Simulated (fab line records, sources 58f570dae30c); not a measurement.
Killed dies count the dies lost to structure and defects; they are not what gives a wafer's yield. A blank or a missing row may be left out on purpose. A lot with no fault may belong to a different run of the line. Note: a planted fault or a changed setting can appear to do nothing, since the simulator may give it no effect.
The tool behind it: which one?	flow berkeley cmos170	13 lots with 39 wafers sampled at 5 steps, on a route of 331 steps

## WHAT THE GAUGES READ, wafer by wafer
UCB170_NSD_OVL_MEAS_07. Usual: NSD_OVL typically reads -1 nm, with standard deviation 5.8.
lot	measured	on	NSD_OVL (nm)	flag
L172	day 7 04:05	overlay-01	4 -2 -3	
L171	day 7 04:15	overlay-01	-4 3 -5	
L170	day 7 04:31	overlay-01	-7 -5 -11	
L173	day 7 07:25	overlay-01	8 8 5	
L177	day 7 20:14	overlay-02	-8 -5 -7	
L176	day 7 20:31	overlay-01	7 5 4	
L179	day 8 20:41	overlay-01	0 1 4	
L183	day 9 13:52	overlay-02	2 6 0	
L186	day 9 23:49	overlay-01	1 6 0	
L187	day 10 00:34	overlay-01	2 6 -2	
L185	day 10 03:59	overlay-02	-10 1 -5	
L190	day 10 06:45	overlay-01	6 4 6	
L193	day 11 06:45	overlay-02	-1 3 2	

UCB170_CONTACT_THK_MEAS_02. Usual: CONTACT_PSG_THK typically reads 701 nm, with standard deviation 7.3.
lot	measured	on	CONTACT_PSG_THK (nm)	flag
L172	day 7 09:14	film metro-04	697 695 695	
L171	day 7 09:18	film metro-04	700 699 707	
L170	day 7 09:14	film metro-03	710 710 713	
L173	day 7 11:38	film metro-02	706 701 712	
L177	day 8 01:41	film metro-03	694 691 692	
L176	day 8 01:42	film metro-02	697 703 702	
L179	day 9 01:13	film metro-02	709 704 710	
L183	day 9 18:14	film metro-04	404 400 404	OFF
L186	day 10 04:49	film metro-04	701 704 701	
L187	day 10 05:31	film metro-04	695 693 690	
L185	day 10 08:31	film metro-02	696 702 702	
L190	day 10 11:34	film metro-04	701 707 695	
L193	day 11 11:53	film metro-04	697 697 686	

UCB170_CONTACT_CD_MEAS_15: target cd 700 nm. Usual: cd nm at 700.2 nm, with a standard deviation of 1.4.
lot	measured	on	cd nm (nm)	flag
L172	day 7 11:05	cd sem-02	698.8 702.1 699.9	
L171	day 7 11:40	cd sem-01	699.6 700.7 700.3	
L170	day 7 11:22	cd sem-01	699.9 698.5 699.5	
L173	day 7 13:29	cd sem-01	700.4 700.0 699.4	
L177	day 8 04:40	cd sem-01	699.6 701.3 700.6	
L176	day 8 04:58	cd sem-02	699.9 700.5 701.9	
L179	day 9 03:04	cd sem-02	702.9 702.0 700.9	
L183	day 9 22:32	cd sem-01	700.7 700.4 699.1	
L186	day 10 06:31	cd sem-02	700.0 698.8 698.5	
L187	day 10 07:18	cd sem-02	699.9 701.3 700.7	
L185	day 10 10:35	cd sem-01	700.8 699.9 701.2	
L190	day 10 14:22	cd sem-01	699.2 699.3 699.8	
L193	day 11 13:57	cd sem-02	699.8 699.1 697.7	

## WHAT TOOL EACH LOT RAN ON (gives the tool, then ch and the chambers of the sampled wafers, and finally the start)
lot	UCB170_BACKSIDE_STRIP_03	UCB170_CONTACT_CVD_01
L172	plasma asher-02 ch 0,1, day 7 05:04	lpcvd-01 ch 1, day 7 07:27
L171	plasma asher-02 ch 0,1, day 7 05:14	lpcvd-01 ch 0, day 7 07:27
L170	plasma asher-03 ch 0,1, day 7 05:31	lpcvd-01 ch 0, day 7 07:27
L173	plasma asher-01 ch 0,1, day 7 08:24	lpcvd-01 ch 0, day 7 09:52
L177	plasma asher-02 ch 0,1, day 7 21:44	lpcvd-02 ch 1, day 7 23:50
L176	plasma asher-01 ch 0,1, day 7 22:13	lpcvd-02 ch 1, day 7 23:50
L179	plasma asher-03 ch 1, day 8 22:00	lpcvd-02 ch 0, day 8 23:26
L183	plasma asher-03 ch 0,1, day 9 14:50	lpcvd-02 ch 1, day 9 16:27
L186	plasma asher-03 ch 0,1, day 10 01:36	lpcvd-02 ch 0, day 10 03:02
L187	plasma asher-02 ch 0,1, day 10 02:00	lpcvd-01 ch 1, day 10 03:43
L185	plasma asher-03 ch 0,1, day 10 05:01	lpcvd-02 ch 0, day 10 06:44
L190	plasma asher-01 ch 0,1, day 10 07:51	lpcvd-01 ch 0, day 10 09:46
L193	plasma asher-02 ch 0,1, day 11 08:33	lpcvd-01 ch 1, day 11 10:05
- UCB170_BACKSIDE_STRIP_03: strips in O2.
- UCB170_CONTACT_CVD_01: deposits PSG from SiH4/O2/PH3, target thk 700 nm, time 2820 s.

## WHAT THE TOOLS THEMSELVES READ (means of the sampled wafers that have a number; where no wafer has one, the mark that the record gives instead)
UCB170_BACKSIDE_STRIP_03. Usual: drypump motor current A 5.4 A, standard deviation 0.37; o2 flow sccm 400.0 sccm, standard deviation 1.1; oes product au 0.735 a.u., standard deviation 0.0044; strip time to endpoint s 21.97 s, standard deviation 0.074.
lot	tool	drypump motor current A (A)	o2 flow sccm (sccm)	oes product au (a.u.)	strip time to endpoint s (s)	flag
L172	plasma asher-02	5.2	400.1	0.736	22.01	
L171	plasma asher-02	5.2	399.5	0.729	22.02	
L170	plasma asher-03	5.3	399.7	0.735	22.06	
L173	plasma asher-01	5.4	399.6	0.733	21.90	
L177	plasma asher-02	5.2	400.6	0.732	21.92	
L176	plasma asher-01	5.5	399.7	0.734	21.96	
L179	plasma asher-03	5.4	400.3	0.731	21.92	
L183	plasma asher-03	5.2	400.7	0.736	21.84	
L186	plasma asher-03	5.2	399.1	0.739	22.05	
L187	plasma asher-02	5.2	400.1	0.736	21.91	
L185	plasma asher-03	5.3	400.1	0.732	21.83	
L190	plasma asher-01	5.5	399.2	0.735	21.99	
L193	plasma asher-02	5.6	399.8	0.736	21.97	

UCB170_CONTACT_CVD_01. Usual: o2 flow sccm 89.9 sccm, standard deviation 0.31; zone power centre pct 18.6 %, standard deviation 2.
lot	tool	o2 flow sccm (sccm)	zone power centre pct (%)	flag
L172	lpcvd-01	89.6	23.1	
L171	lpcvd-01	89.5	16.2	
L170	lpcvd-01	90.2	16.1	
L173	lpcvd-01	90.0	16.3	
L177	lpcvd-02	89.5	18.4	
L176	lpcvd-02	89.6	18.3	
L179	lpcvd-02	89.7	19.1	
L183	lpcvd-02	89.9	18.2	
L186	lpcvd-02	89.7	19.0	
L187	lpcvd-01	90.0	23.2	
L185	lpcvd-02	89.9	18.9	
L190	lpcvd-01	89.9	16.1	
L193	lpcvd-01	90.3	23.1	

## THE ANSWER, worked out from the rows above alone
Rule: take the mean of a lot's wafers that have a number; if it is more than 3 standard deviations from the usual mean, the lot is off. A lot without any number at a reading at which 4 lots or more have one is off too. Any other lot the step has rows for is counted as sound. First the gauges in route order, then the tools' own readings, where a lot's mean is used as printed above. The first step at which some lot is off is used, and at that step the reading that is off furthest; a lot without a number counts as furthest.
Off: at UCB170_CONTACT_THK_MEAS_02 (CONTACT_PSG_THK), L183.
If a tool, at a process step before that reading, ran all the lots that are off and no sound lot after the first of them, it fits. The gauges at UCB170_CONTACT_THK_MEAS_02 are tried like those tools. Of those tried, none fits.

## WHAT THE SIMULATOR PUT IN
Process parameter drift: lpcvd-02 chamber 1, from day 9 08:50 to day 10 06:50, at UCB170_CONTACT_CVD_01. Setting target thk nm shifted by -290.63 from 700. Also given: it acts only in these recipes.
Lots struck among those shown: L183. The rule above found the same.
